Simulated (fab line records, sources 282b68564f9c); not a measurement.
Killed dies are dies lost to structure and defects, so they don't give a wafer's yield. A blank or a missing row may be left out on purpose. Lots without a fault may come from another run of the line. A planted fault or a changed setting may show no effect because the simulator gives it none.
fab line records | flow rit_cmos
record lots=5 wafers=15 last_day=5
route steps=202 shown PLDD@115 SPACER@125 NSD@131 PSD@142 SDANNEAL@153
lots that met no fault: from a run of the same line without faults
start_h: hours from the record's first day to the start of the lot's first wafer shown | wait_h: hours since the lot's step before | " the same as in the row above | L1.1+2: a row that stands for several wafers | - no value, or no start given | * or withheld: withheld | < > ~ a bound
route shown NAME@n: a module of which the file shows steps, and the number in the route of the first | usual: mean/standard deviation of fault-free wafers | same: alike in all rows | chamber/n: place in a boat | sites: the reading at each site | _std_site: their standard deviation | _edge_site: outer sites' mean less inner sites' | radius_mm: how far each site lies from the wafer's centre | mask NAME#n: copy n | behind: the tool/chamber that last shaped the wafer | hold: why the lot was held/for how many hours/how that ended | device: the transistor (n, p or np) that didn't switch | end of line: the same wafers' tests at the end of the route | a step without rows: its recipe alone | killed: dies lost to structure and defects at the first sort, not the wafer's yield | map: a wafer's dies, x killed, . not, _ none there
set.NAME: the setting as run; set.NAME@STEP: as run at that earlier step | model.NAME: the simulator's own value behind a step, which no gauge read
lots at some steps of the route; a table a step, a row a wafer
services: from which hour (start_h, from the record's first day; less than 0 if before it) a tool's chamber was out of use, for how many hours, and why
## steps
# step RIT_PLDD_COAT_01
# recipe resist=NOVOLAK spin_rpm=3250 resist_thk_nm=1000
# columns lot.wafer tool chamber start_h wait_h
L075.2+3+6 litho_track-03 0 48.34 0.1
L076.2+3+5 litho_track-04 0 54.32 0.1
L078.4+5+6 litho_track-03 0 64.28 0.1
L084.2+4+6 litho_track-01 0 96.50 0.1
L085.3+4+5 litho_track-04 0 99.18 0.1
# step RIT_PLDD_SOFTBAKE_02
# recipe resist=NOVOLAK temp_c=90 time_s=60
# columns lot.wafer tool chamber start_h wait_h
L075.2+3+6 litho_track-03 0 48.49 0.1
L076.2+3+5 litho_track-04 0 54.47 0.1
L078.4+5+6 litho_track-03 0 64.43 0.1
L084.2+4+6 litho_track-01 0 96.65 0.1
L085.3+4+5 litho_track-04 0 99.33 0.1
# step RIT_PLDD_EXPOSE_03
# recipe mask_id=M8 na=0.57 target_cd_nm=40900 dose_mj=250
# usual reticle_temp_C=22.98/0.1
# columns lot.wafer tool chamber start_h wait_h mask reticle_temp_C
L075.2 iline_stepper-01 0 48.63 0.1 M8#0 23.02
L075.3 " 0 " " M8#0 22.99
L075.6 " 0 " " M8#0 22.88
L076.2 iline_stepper-02 0 54.74 0.2 M8#0 22.94
L076.3 " 0 " " M8#0 22.85
L076.5 " 0 " " M8#0 23.14
L078.4 iline_stepper-02 0 64.69 0.2 M8#0 23.11
L078.5 " 0 " " M8#0 22.85
L078.6 " 0 " " M8#0 22.97
L084.2 iline_stepper-02 0 96.92 0.2 M8#0 22.86
L084.4 " 0 " " M8#0 22.97
L084.6 " 0 " " M8#0 22.88
L085.3 iline_stepper-02 0 99.47 0.1 M8#0 22.81
L085.4 " 0 " " M8#0 22.96
L085.5 " 0 " " M8#0 22.98
# step RIT_PLDD_PEB_04
# recipe resist=NOVOLAK temp_c=withheld time_s=withheld
# columns lot.wafer tool chamber start_h wait_h
L075.2+3+6 litho_track-04 0 48.75 0.1
L076.2+3+5 litho_track-01 0 54.86 0.1
L078.4+5+6 litho_track-03 0 64.82 0.1
L084.2+4+6 litho_track-03 0 97.04 0.1
L085.3+4+5 litho_track-04 0 99.60 0.1
# step RIT_PLDD_DEVELOP_05
# recipe resist=NOVOLAK develop_time_s=48.45 dev_temp_c=23
# usual developer_temp_C=23.01/0.1
# columns lot.wafer tool chamber start_h wait_h developer_temp_C
L075.2 litho_track-04 0 - - 23.06
L075.3 " 0 " " 23.03
L075.6 " 0 " " 23.02
L076.2 litho_track-01 0 - - 23.14
L076.3 " 0 " " 23.12
L076.5 " 0 " " 23.05
L078.4 litho_track-03 0 - - 23.05
L078.5 " 0 " " 23.06
L078.6 " 0 " " 22.83
L084.2 litho_track-03 0 - - 22.97
L084.4 " 0 " " 22.98
L084.6 " 0 " " 22.81
L085.3 litho_track-04 0 - - 22.72
L085.4 " 0 " " 22.94
L085.5 " 0 " " 23.01
# step RIT_PLDD_OVL_MEAS_06
# usual PLDD_OVL=0.0/1.4
# columns lot.wafer tool chamber start_h wait_h PLDD_OVL[nm]
L075.2 overlay-01 - 49.02 - 0.5
L075.3 " - " " 0.7
L075.6 " - " " -1.3
L076.2 overlay-02 - 55.13 - 0.2
L076.3 " - " " 0.2
L076.5 " - " " 0.5
L078.4 overlay-01 - 65.05 - -1.3
L078.5 " - " " -2.6
L078.6 " - " " -0.3
L084.2 overlay-02 - 97.30 - -0.2
L084.4 " - " " 0.2
L084.6 " - " " 1.3
L085.3 overlay-02 - 99.85 - -0.5
L085.4 " - " " -2.6
L085.5 " - " " -2.2
# step RIT_PLDD_HARDBAKE_07
# recipe resist=NOVOLAK temp_c=140 time_s=60
# columns lot.wafer tool chamber start_h wait_h
L075.2+3+6 litho_track-04 0 49.07 0.0
L076.2+3+5 litho_track-04 0 55.18 0.0
L078.4+5+6 litho_track-04 0 65.14 0.1
L084.2+4+6 litho_track-03 0 97.36 0.0
L085.3+4+5 litho_track-04 0 99.92 0.1
# step RIT_PLDD_IMPLANT_08
# recipe species=BF2 energy_kev=20 dose_cm2=9e+14 tilt_deg=7
# usual dose_ions_cm2=9e+14/9.9e+11
# columns lot.wafer tool chamber start_h wait_h dose_ions_cm2
L075.2 implanter-01 0 49.22 0.1 9.02e+14
L075.3 " 0 " " 8.992e+14
L075.6 " 0 " " 8.993e+14
L076.2 implanter-01 0 55.33 0.1 8.977e+14
L076.3 " 0 " " 9.006e+14
L076.5 " 0 " " 9.008e+14
L078.4 implanter-01 0 65.29 0.1 8.997e+14
L078.5 " 0 " " 9.006e+14
L078.6 " 0 " " 9e+14
L084.2 implanter-04 0 97.51 0.1 8.984e+14
L084.4 " 0 " " 8.999e+14
L084.6 " 0 " " 8.995e+14
L085.3 implanter-04 0 100.07 0.1 8.994e+14
L085.4 " 0 " " 8.998e+14
L085.5 " 0 " " 8.997e+14
# step RIT_PLDD_STRIP_09
# recipe chemistry=O2 time_s=180 resist=NOVOLAK platen_temp_c=withheld power_w=500 pressure_mtorr=4000 o2_flow_sccm=4000
# usual drypump_motor_current_A=5.5/0.52
# columns lot.wafer tool chamber start_h wait_h drypump_motor_current_A rf_hours_counter_h
L075.2 plasma_asher-02 1 49.35 0.1 4.9 39
L075.3 " 1 " " 4.9 -
L075.6 " 1 " " 4.9 -
L076.2 plasma_asher-04 0 55.46 0.1 4.8 42
L076.3 " 1 " " 5.4 -
L076.5 " 0 " " 4.8 -
L078.4 plasma_asher-02 1 65.43 0.1 4.9 -
L078.5 " 0 " " 5.9 -
L078.6 " 1 " " 4.9 -
L084.2 plasma_asher-04 1 97.63 0.1 5.4 46
L084.4 " 1 " " 5.4 -
L084.6 " 1 " " 5.4 -
L085.3 plasma_asher-03 1 100.23 0.1 6.2 -
L085.4 " 0 " " 5.9 -
L085.5 " 0 " " 5.9 -
# step RIT_PLDD_TW_MEAS_10
# usual PLDD_TW=2366/27
# columns lot.wafer tool chamber start_h wait_h PLDD_TW
L075.2 film_metro-02 - 49.53 0.1 2342
L075.3 " - " " 2330
L075.6 " - " " 2342
L076.2 film_metro-02 - 55.64 0.1 2334
L076.3 " - " " 2330
L076.5 " - " " 2344
L078.4 film_metro-02 - 65.57 0.1 2337
L078.5 " - " " 2331
L078.6 " - " " 2343
L084.2 film_metro-04 - 97.82 0.1 2408
L084.4 " - " " 2405
L084.6 " - " " 2398
L085.3 film_metro-01 - 100.36 0.1 2361
L085.4 " - " " 2369
L085.5 " - " " 2367
# step RIT_SPACER_CLEAN_00
# recipe chemistry=SC1 mix=3:3:50 time_s=600 temp_c=75
# columns lot.wafer tool chamber start_h wait_h
L075.2+3+6 wet_bench-04 1 49.58 0.0
L076.2+3+5 wet_bench-03 1 55.69 0.0
L078.4+5+6 wet_bench-03 0 65.60 0.0
L084.2+4+6 wet_bench-03 3 97.87 0.0
L085.3+4+5 wet_bench-04 1 100.40 0.0
# step RIT_SPACER_CLEAN_01
# recipe chemistry=dHF dilution=50:1 time_s=30
# columns lot.wafer tool chamber start_h wait_h
L075.2+3+6 wet_bench-01 0 49.87 0.1
L076.2+3+5 wet_bench-04 2 55.88 0.0
L078.4+5+6 wet_bench-04 1 65.79 0.0
L084.2+4+6 wet_bench-01 2 98.04 0.0
L085.3+4+5 wet_bench-03 1 100.58 0.0
# step RIT_SPACER_CLEAN_02
# recipe chemistry=SC2 mix=3:3:50 time_s=600 temp_c=75 dry=n2_spin
# columns lot.wafer tool chamber start_h wait_h
L075.2+3+6 wet_bench-01 0 49.89 0.0
L076.2+3+5 wet_bench-01 3 55.90 0.0
L078.4+5+6 wet_bench-03 1 65.81 0.0
L084.2+4+6 wet_bench-04 3 98.06 0.0
L085.3+4+5 wet_bench-04 2 100.60 0.0
# step RIT_SPACER_CVD_03
# recipe material=Si3N4 target_thk_nm=250 temp_c=810 precursor=SiH2Cl2/NH3 time_s=3300 pressure_mtorr=300 sih2cl2_flow_sccm=60 nh3_flow_sccm=150
# usual susceptor_temp_C=809.9/0.38
# columns lot.wafer tool chamber start_h wait_h susceptor_temp_C
L075.2 lpcvd-02 0 50.08 0.0 810.6
L075.3 " 0 " " 809.9
L075.6 " 0 " " 810.1
L076.2 lpcvd-01 1 56.09 0.0 810.1
L076.3 " 1 " " 810.1
L076.5 " 1 " " 809.5
L078.4 lpcvd-02 0 66.00 0.0 810.0
L078.5 " 0 " " 810.2
L078.6 " 0 " " 809.6
L084.2 lpcvd-01 1 98.89 0.6 809.3
L084.4 " 1 " " 809.4
L084.6 " 1 " " 809.9
L085.3 lpcvd-01 0 100.80 0.0 810.0
L085.4 " 0 " " 810.4
L085.5 " 0 " " 809.8
# step RIT_SPACER_THK_MEAS_04
# recipe reads=Si3N4_of_SPACER_CVD_03
# usual SPACER_NITRIDE_THK=250.9/2.1
# columns lot.wafer tool chamber start_h wait_h SPACER_NITRIDE_THK[nm]
L075.2 film_metro-01 - 52.96 0.0 250.0
L075.3 " - " " 252.7
L075.6 " - " " 250.6
L076.2 film_metro-01 - 58.02 0.0 249.5
L076.3 " - " " 247.4
L076.5 " - " " 250.7
L078.4 film_metro-04 - 68.91 0.0 251.0
L078.5 " - " " 251.3
L078.6 " - " " 250.3
L084.2 film_metro-04 - 100.81 0.0 248.4
L084.4 " - " " 247.6
L084.6 " - " " 248.6
L085.3 film_metro-04 - 102.74 0.0 250.3
L085.4 " - " " 247.5
L085.5 " - " " 248.7
# step RIT_SPACER_ETCHBACK_05
# recipe target_depth_a=2500 SF6_flow_sccm=30 CHF3_flow_sccm=30 target=Si3N4 chemistry=SF6/CHF3 pressure_mtorr=40 rf_w=250 time_s=240 stop_on=SiO2
# usual SF6_flow_sccm=30.00/0.09 drypump_motor_current_A=5.6/0.57 oes_product_au=0.847/0.016 throttle_valve_pct=10.27/0.16
# columns lot.wafer tool chamber start_h wait_h SF6_flow_sccm drypump_motor_current_A oes_product_au rf_hours_counter_h throttle_valve_pct
L075.2 rie_diel-01 1 53.01 0.0 30.02 6.3 0.850 49 9.95
L075.3 " 3 " " 29.98 5.4 0.867 4 10.23
L075.6 " 3 " " 29.97 5.5 0.855 - 10.24
L076.2 rie_diel-02 1 58.07 0.0 30.18 5.9 0.865 114 10.14
L076.3 " 3 " " 29.91 6.5 0.819 93 10.29
L076.5 " 1 " " 30.04 5.9 0.865 - 10.15
L078.4 rie_diel-01 3 68.94 0.0 30.05 5.4 0.862 4 10.22
L078.5 " 1 " " 30.05 6.3 0.868 - 9.96
L078.6 " 2 " " 29.90 5.5 0.848 - 10.31
L084.2 rie_diel-04 2 100.86 0.0 29.97 5.2 0.822 34 10.18
L084.4 " 3 " " 29.87 4.6 0.867 46 10.46
L084.6 " 2 " " 29.96 5.2 0.825 - 10.19
L085.3 rie_diel-01 2 102.78 0.0 29.97 5.4 0.842 102 10.30
L085.4 " 1 " " 30.15 6.4 0.851 50 9.97
L085.5 " 1 " " 29.97 6.3 0.852 - 9.95
# step RIT_NSD_HMDS_00
# recipe prime_time_s=60 prime_temp_c=140
# columns lot.wafer tool chamber start_h wait_h
L075.2+3+6 litho_track-02 0 53.19 0.1
L076.2+3+5 litho_track-03 0 58.25 0.1
L078.4+5+6 litho_track-03 0 69.16 0.1
L084.2+4+6 litho_track-03 0 101.04 0.1
L085.3+4+5 litho_track-03 0 102.98 0.1
# step RIT_NSD_COAT_01
# recipe resist=NOVOLAK spin_rpm=3250 resist_thk_nm=1000
# columns lot.wafer tool chamber start_h wait_h
L075.2+3+6 litho_track-02 0 53.34 0.1
L076.2+3+5 litho_track-03 0 58.40 0.1
L078.4+5+6 litho_track-03 0 69.31 0.1
L084.2+4+6 litho_track-03 0 101.19 0.1
L085.3+4+5 litho_track-03 0 103.13 0.1
# step RIT_NSD_SOFTBAKE_02
# recipe resist=NOVOLAK temp_c=90 time_s=60
# columns lot.wafer tool chamber start_h wait_h
L075.2+3+6 litho_track-02 0 53.49 0.1
L076.2+3+5 litho_track-03 0 58.55 0.1
L078.4+5+6 litho_track-03 0 69.46 0.1
L084.2+4+6 litho_track-03 0 101.34 0.1
L085.3+4+5 litho_track-03 0 103.28 0.1
# step RIT_NSD_EXPOSE_03
# recipe mask_id=M9 na=0.57 target_cd_nm=40700 dose_mj=250
# usual reticle_temp_C=23.02/0.12
# columns lot.wafer tool chamber start_h wait_h mask reticle_temp_C
L075.2 iline_stepper-02 0 53.63 0.1 M9#0 22.79
L075.3 " 0 " " M9#0 22.79
L075.6 " 0 " " M9#0 23.04
L076.2 iline_stepper-01 0 58.82 0.2 M9#0 22.92
L076.3 " 0 " " M9#0 23.08
L076.5 " 0 " " M9#0 23.11
L078.4 iline_stepper-02 0 69.60 0.1 M9#0 23.12
L078.5 " 0 " " M9#0 22.94
L078.6 " 0 " " M9#0 22.92
L084.2 iline_stepper-02 0 101.61 0.2 M9#0 22.96
L084.4 " 0 " " M9#0 22.92
L084.6 " 0 " " M9#0 22.99
L085.3 iline_stepper-01 0 103.54 0.2 M9#0 23.07
L085.4 " 0 " " M9#0 22.84
L085.5 " 0 " " M9#0 22.93
# step RIT_NSD_PEB_04
# recipe resist=NOVOLAK temp_c=withheld time_s=withheld
# columns lot.wafer tool chamber start_h wait_h
L075.2+3+6 litho_track-01 0 53.75 0.1
L076.2+3+5 litho_track-03 0 58.94 0.1
L078.4+5+6 litho_track-01 0 69.73 0.1
L084.2+4+6 litho_track-03 0 101.73 0.1
L085.3+4+5 litho_track-02 0 103.67 0.1
# step RIT_NSD_DEVELOP_05
# recipe resist=NOVOLAK develop_time_s=50 dev_temp_c=23
# usual developer_temp_C=23.00/0.11
# columns lot.wafer tool chamber start_h wait_h developer_temp_C
L075.2 litho_track-01 0 - - 22.94
L075.3 " 0 " " 22.88
L075.6 " 0 " " 22.98
L076.2 litho_track-03 0 - - 23.18
L076.3 " 0 " " 23.10
L076.5 " 0 " " 23.18
L078.4 litho_track-01 0 - - 23.00
L078.5 " 0 " " 23.08
L078.6 " 0 " " 22.86
L084.2 litho_track-03 0 - - 22.72
L084.4 " 0 " " 22.80
L084.6 " 0 " " 22.97
L085.3 litho_track-02 0 - - 23.03
L085.4 " 0 " " 23.16
L085.5 " 0 " " 23.14
# step RIT_NSD_OVL_MEAS_06
# usual NSD_OVL=-1.3/1.5
# columns lot.wafer tool chamber start_h wait_h NSD_OVL[nm]
L075.2 overlay-01 - 54.02 - -1.4
L075.3 " - " " -0.7
L075.6 " - " " -1.0
L076.2 overlay-01 - 59.20 - -1.7
L076.3 " - " " -1.8
L076.5 " - " " -2.4
L078.4 overlay-02 - 69.96 - -2.1
L078.5 " - " " -1.5
L078.6 " - " " -0.3
L084.2 overlay-02 - 101.99 - 0.0
L084.4 " - " " -1.0
L084.6 " - " " -3.5
L085.3 overlay-01 - 103.92 - -5.1
L085.4 " - " " -3.3
L085.5 " - " " -3.1
# step RIT_NSD_HARDBAKE_07
# recipe resist=NOVOLAK temp_c=140 time_s=60
# columns lot.wafer tool chamber start_h wait_h
L075.2+3+6 litho_track-02 0 54.07 0.0
L076.2+3+5 litho_track-02 0 59.26 0.0
L078.4+5+6 litho_track-02 0 70.05 0.1
L084.2+4+6 litho_track-02 0 102.05 0.0
L085.3+4+5 litho_track-03 0 103.99 0.1
# step RIT_NSD_IMPLANT_08
# recipe species=P energy_kev=25 dose_cm2=9.866e+14 tilt_deg=7
# usual dose_ions_cm2=9.865e+14/1e+12
# columns lot.wafer tool chamber start_h wait_h dose_ions_cm2
L075.2 implanter-02 0 54.22 0.1 9.867e+14
L075.3 " 0 " " 9.872e+14
L075.6 " 0 " " 9.865e+14
L076.2 implanter-02 0 59.41 0.1 9.868e+14
L076.3 " 0 " " 9.887e+14
L076.5 " 0 " " 9.881e+14
L078.4 implanter-03 0 70.20 0.1 9.872e+14
L078.5 " 0 " " 9.861e+14
L078.6 " 0 " " 9.881e+14
L084.2 implanter-03 0 102.20 0.1 9.856e+14
L084.4 " 0 " " 9.87e+14
L084.6 " 0 " " 9.865e+14
L085.3 implanter-03 0 104.14 0.1 9.868e+14
L085.4 " 0 " " 9.851e+14
L085.5 " 0 " " 9.854e+14
# step RIT_NSD_STRIP_09
# recipe chemistry=O2 time_s=180 resist=NOVOLAK platen_temp_c=withheld power_w=500 pressure_mtorr=4000 o2_flow_sccm=4000
# usual drypump_motor_current_A=5.5/0.47
# columns lot.wafer tool chamber start_h wait_h drypump_motor_current_A rf_hours_counter_h
L075.2 plasma_asher-03 1 54.35 0.1 6.2 27
L075.3 " 0 " " 5.9 -
L075.6 " 1 " " 6.1 -
L076.2 plasma_asher-02 1 59.53 0.1 4.9 40
L076.3 " 0 " " 5.9 -
L076.5 " 1 " " 4.9 -
L078.4 plasma_asher-02 0 70.33 0.1 5.9 -
L078.5 " 1 " " 4.9 -
L078.6 " 0 " " 5.9 -
L084.2 plasma_asher-01 1 102.32 0.1 5.3 45
L084.4 " 0 " " 5.1 -
L084.6 " 1 " " 5.3 -
L085.3 plasma_asher-01 0 104.30 0.1 5.1 -
L085.4 " 1 " " 5.3 -
L085.5 " 0 " " 5.1 -
# step RIT_NSD_TW_MEAS_10
# usual NSD_TW=3141/39
# columns lot.wafer tool chamber start_h wait_h NSD_TW
L075.2 film_metro-02 - 54.53 0.1 3090
L075.3 " - " " 3096
L075.6 " - " " 3092
L076.2 film_metro-02 - 59.72 0.1 3091
L076.3 " - " " 3097
L076.5 " - " " 3097
L078.4 film_metro-04 - 70.48 0.1 3188
L078.5 " - " " 3192
L078.6 " - " " 3194
L084.2 film_metro-02 - 102.51 0.1 3076
L084.4 " - " " 3095
L084.6 " - " " 3111
L085.3 film_metro-04 - 104.43 0.1 3177
L085.4 " - " " 3177
L085.5 " - " " 3189
# step RIT_PSD_HMDS_00
# recipe prime_time_s=60 prime_temp_c=140
# columns lot.wafer tool chamber start_h wait_h
L075.2+3+6 litho_track-04 0 54.62 0.1
L076.2+3+5 litho_track-04 0 59.79 0.1
L078.4+5+6 litho_track-04 0 70.58 0.1
L084.2+4+6 litho_track-04 0 102.58 0.1
L085.3+4+5 litho_track-04 0 104.52 0.1
# step RIT_PSD_COAT_01
# recipe resist=NOVOLAK spin_rpm=3250 resist_thk_nm=1000
# columns lot.wafer tool chamber start_h wait_h
L075.2+3+6 litho_track-04 0 54.77 0.1
L076.2+3+5 litho_track-04 0 59.94 0.1
L078.4+5+6 litho_track-04 0 70.73 0.1
L084.2+4+6 litho_track-04 0 102.73 0.1
L085.3+4+5 litho_track-04 0 104.67 0.1
# step RIT_PSD_SOFTBAKE_02
# recipe resist=NOVOLAK temp_c=90 time_s=60
# columns lot.wafer tool chamber start_h wait_h
L075.2+3+6 litho_track-04 0 54.92 0.1
L076.2+3+5 litho_track-04 0 60.09 0.1
L078.4+5+6 litho_track-04 0 70.88 0.1
L084.2+4+6 litho_track-04 0 102.88 0.1
L085.3+4+5 litho_track-04 0 104.82 0.1
# step RIT_PSD_EXPOSE_03
# recipe mask_id=M10 na=0.57 target_cd_nm=40900 dose_mj=250
# usual reticle_temp_C=22.98/0.099
# columns lot.wafer tool chamber start_h wait_h mask reticle_temp_C
L075.2 iline_stepper-02 0 55.19 0.2 M10#0 22.86
L075.3 " 0 " " M10#0 23.12
L075.6 " 0 " " M10#0 22.95
L076.2 iline_stepper-01 0 60.36 0.2 M10#0 23.04
L076.3 " 0 " " M10#0 23.00
L076.5 " 0 " " M10#0 22.91
L078.4 iline_stepper-02 0 71.14 0.2 M10#0 22.96
L078.5 " 0 " " M10#0 22.95
L078.6 " 0 " " M10#0 22.74
L084.2 iline_stepper-01 0 103.15 0.2 M10#0 22.89
L084.4 " 0 " " M10#0 22.97
L084.6 " 0 " " M10#0 22.80
L085.3 iline_stepper-01 0 104.96 0.1 M10#0 22.89
L085.4 " 0 " " M10#0 22.86
L085.5 " 0 " " M10#0 23.13
# step RIT_PSD_PEB_04
# recipe resist=NOVOLAK temp_c=withheld time_s=withheld
# columns lot.wafer tool chamber start_h wait_h
L075.2+3+6 litho_track-03 0 55.31 0.1
L076.2+3+5 litho_track-02 0 60.61 0.2
L078.4+5+6 litho_track-02 0 71.28 0.1
L084.2+4+6 litho_track-04 0 103.27 0.1
L085.3+4+5 litho_track-02 0 105.09 0.1
# step RIT_PSD_DEVELOP_05
# recipe resist=NOVOLAK develop_time_s=50 dev_temp_c=23
# usual developer_temp_C=23.01/0.1
# columns lot.wafer tool chamber start_h wait_h developer_temp_C
L075.2 litho_track-03 0 - - 22.95
L075.3 " 0 " " 23.02
L075.6 " 0 " " 22.97
L076.2 litho_track-02 0 - - 22.89
L076.3 " 0 " " 23.09
L076.5 " 0 " " 22.91
L078.4 litho_track-02 0 - - 22.92
L078.5 " 0 " " 23.05
L078.6 " 0 " " 22.77
L084.2 litho_track-04 0 - - 23.01
L084.4 " 0 " " 23.00
L084.6 " 0 " " 23.08
L085.3 litho_track-02 0 - - 22.93
L085.4 " 0 " " 22.82
L085.5 " 0 " " 22.99
# step RIT_PSD_OVL_MEAS_06
# usual PSD_OVL=-1.8/1.3
# columns lot.wafer tool chamber start_h wait_h PSD_OVL[nm]
L075.2 overlay-02 - 55.58 - -4.5
L075.3 " - " " -4.1
L075.6 " - " " -4.1
L076.2 overlay-01 - 60.87 - -2.8
L076.3 " - " " -1.6
L076.5 " - " " -2.7
L078.4 overlay-02 - 71.50 - -3.6
L078.5 " - " " -1.0
L078.6 " - " " -1.4
L084.2 overlay-01 - 103.54 - -0.5
L084.4 " - " " 2.5
L084.6 " - " " -2.0
L085.3 overlay-02 - 105.34 - 0.5
L085.4 " - " " -1.9
L085.5 " - " " -1.2
# step RIT_PSD_HARDBAKE_07
# recipe resist=NOVOLAK temp_c=140 time_s=60
# columns lot.wafer tool chamber start_h wait_h
L075.2+3+6 litho_track-02 0 55.63 0.0
L076.2+3+5 litho_track-04 0 60.93 0.0
L078.4+5+6 litho_track-03 0 71.59 0.1
L084.2+4+6 litho_track-03 0 103.59 0.0
L085.3+4+5 litho_track-03 0 105.41 0.1
# step RIT_PSD_IMPLANT_08
# recipe species=BF2 energy_kev=27 dose_cm2=4.885e+15 tilt_deg=7
# usual dose_ions_cm2=4.884e+15/5.5e+12
# columns lot.wafer tool chamber start_h wait_h dose_ions_cm2
L075.2 implanter-02 0 55.78 0.1 4.885e+15
L075.3 " 0 " " 4.889e+15
L075.6 " 0 " " 4.89e+15
L076.2 implanter-04 0 61.08 0.1 4.885e+15
L076.3 " 0 " " 4.887e+15
L076.5 " 0 " " 4.884e+15
L078.4 implanter-02 0 71.74 0.1 4.882e+15
L078.5 " 0 " " 4.877e+15
L078.6 " 0 " " 4.884e+15
L084.2 implanter-04 0 103.74 0.1 4.883e+15
L084.4 " 0 " " 4.873e+15
L084.6 " 0 " " 4.876e+15
L085.3 implanter-04 0 105.56 0.1 4.886e+15
L085.4 " 0 " " 4.889e+15
L085.5 " 0 " " 4.894e+15
# step RIT_PSD_STRIP_09
# recipe chemistry=O2 time_s=180 resist=NOVOLAK platen_temp_c=withheld power_w=500 pressure_mtorr=4000 o2_flow_sccm=4000
# usual drypump_motor_current_A=5.4/0.45
# columns lot.wafer tool chamber start_h wait_h drypump_motor_current_A rf_hours_counter_h
L075.2 plasma_asher-01 1 55.91 0.1 5.3 41
L075.3 " 1 " " 5.3 -
L075.6 " 1 " " 5.3 -
L076.2 plasma_asher-01 0 61.20 0.1 5.1 41
L076.3 " 0 " " 5.1 -
L076.5 " 1 " " 5.3 -
L078.4 plasma_asher-03 0 71.88 0.1 5.9 -
L078.5 " 1 " " 6.2 -
L078.6 " 0 " " 5.9 -
L084.2 plasma_asher-03 0 103.87 0.1 5.9 32
L084.4 " 1 " " 6.2 -
L084.6 " 1 " " 6.2 -
L085.3 plasma_asher-04 1 105.72 0.1 5.4 -
L085.4 " 0 " " 4.8 -
L085.5 " 1 " " 5.4 -
# step RIT_PSD_TW_MEAS_10
# usual PSD_TW=3460/45
# columns lot.wafer tool chamber start_h wait_h PSD_TW
L075.2 film_metro-01 - 56.09 0.1 3441
L075.3 " - " " 3450
L075.6 " - " " 3442
L076.2 film_metro-02 - 61.39 0.1 3397
L076.3 " - " " 3396
L076.5 " - " " 3391
L078.4 film_metro-04 - 72.02 0.1 3498
L078.5 " - " " 3511
L078.6 " - " " 3489
L084.2 film_metro-02 - 104.05 0.1 3416
L084.4 " - " " 3426
L084.6 " - " " 3407
L085.3 film_metro-04 - 105.86 0.1 3507
L085.4 " - " " 3509
L085.5 " - " " 3511
# step RIT_SDANNEAL_CLEAN_00
# recipe chemistry=SC1 mix=3:3:50 time_s=600 temp_c=75
# columns lot.wafer tool chamber start_h wait_h
L075.2+3+6 wet_bench-02 1 56.14 0.0
L076.2+3+5 wet_bench-03 0 61.44 0.0
L078.4+5+6 wet_bench-01 3 72.05 0.0
L084.2+4+6 wet_bench-03 0 104.10 0.0
L085.3+4+5 wet_bench-03 3 105.90 0.0
# step RIT_SDANNEAL_CLEAN_01
# recipe chemistry=dHF dilution=50:1 time_s=30
# columns lot.wafer tool chamber start_h wait_h
L075.2+3+6 wet_bench-03 2 56.32 0.0
L076.2+3+5 wet_bench-01 0 61.63 0.0
L078.4+5+6 wet_bench-03 3 72.23 0.0
L084.2+4+6 wet_bench-02 1 104.28 0.0
L085.3+4+5 wet_bench-03 0 106.07 0.0
# step RIT_SDANNEAL_CLEAN_02
# recipe chemistry=SC2 mix=3:3:50 time_s=600 temp_c=75 dry=n2_spin
# columns lot.wafer tool chamber start_h wait_h
L075.2+3+6 wet_bench-01 1 56.34 0.0
L076.2+3+5 wet_bench-02 0 61.65 0.0
L078.4+5+6 wet_bench-01 0 72.25 0.0
L084.2+4+6 wet_bench-01 3 104.30 0.0
L085.3+4+5 wet_bench-03 2 106.09 0.0
# step RIT_SDANNEAL_RTA_03
# recipe temp_c=1050 time_s=5 idle_temp_c=600 ramp_up_c_per_s=342 ramp_down_c_per_s=171 cool_to_c=600 ambient=N2
# usual anneal_temp_c_max=1053.7/0.81 ramp_down_c_per_s=171.00/0.034 wafer_temp_C_max=1053.5/1.1
# columns lot.wafer tool chamber start_h wait_h anneal_temp_c_max ramp_down_c_per_s wafer_temp_C_max
L075.2 rtp_anneal-01 0 56.54 0.0 1054.3 171.03 1053.5
L075.3 " 0 " " 1053.6 171.00 1051.5
L075.6 " 0 " " 1054.0 170.95 1054.7
L076.2 rtp_anneal-02 0 61.83 0.0 1055.1 171.00 1054.0
L076.3 " 0 " " 1053.6 170.98 1052.2
L076.5 " 0 " " 1054.7 171.01 1053.1
L078.4 rtp_anneal-02 0 72.45 0.0 1053.1 170.97 1052.6
L078.5 " 0 " " 1056.6 171.05 1053.6
L078.6 " 0 " " 1054.5 171.00 1053.8
L084.2 rtp_anneal-02 0 104.50 0.0 1054.3 171.01 1054.7
L084.4 " 0 " " 1054.2 171.02 1054.0
L084.6 " 0 " " 1054.0 170.96 1052.7
L085.3 rtp_anneal-01 0 106.28 0.0 1053.0 170.97 1052.0
L085.4 " 0 " " 1052.7 171.03 1054.4
L085.5 " 0 " " 1053.1 171.02 1053.1
# step RIT_SDANNEAL_RS_MEAS_04
# recipe thk_meas_gauge=four-point-probe
# usual PSD_RS=116.29/0.29
# columns lot.wafer tool chamber start_h wait_h PSD_RS[ohm/sq]
L075.2 film_metro-01 - 56.61 0.1 116.37
L075.3 " - " " 116.14
L075.6 " - " " 116.31
L076.2 film_metro-01 - 61.90 0.1 116.19
L076.3 " - " " 115.83
L076.5 " - " " 115.75
L078.4 film_metro-01 - 72.54 0.1 115.76
L078.5 " - " " 115.92
L078.6 " - " " 116.09
L084.2 film_metro-02 - 104.56 0.1 116.54
L084.4 " - " " 116.39
L084.6 " - " " 116.38
L085.3 film_metro-01 - 106.36 0.1 116.00
L085.4 " - " " 115.78
L085.5 " - " " 115.92
# step RIT_SDANNEAL_RS_MEAS_05
# recipe thk_meas_gauge=four-point-probe
# usual NSD_RS=85.50/0.3
# columns lot.wafer tool chamber start_h wait_h NSD_RS[ohm/sq]
L075.2 film_metro-01 - 56.73 0.1 85.36
L075.3 " - " " 85.48
L075.6 " - " " 85.48
L076.2 film_metro-01 - 62.02 0.1 85.31
L076.3 " - " " 85.68
L076.5 " - " " 85.26
L078.4 film_metro-01 - 72.66 0.1 85.63
L078.5 " - " " 85.67
L078.6 " - " " 85.84
L084.2 film_metro-02 - 104.68 0.1 85.75
L084.4 " - " " 85.47
L084.6 " - " " 85.53
L085.3 film_metro-01 - 106.48 0.1 85.53
L085.4 " - " " 85.25
L085.5 " - " " 85.00
## services
# columns tool chamber start_h hours kind
iline_stepper-02 - 49.76 1.7 pm
plasma_asher-01 - 71.10 1.1 repair
rie_diel-04 3 81.63 2.6 repair
plasma_asher-04 - 93.70 0.7 repair
## key
fault none
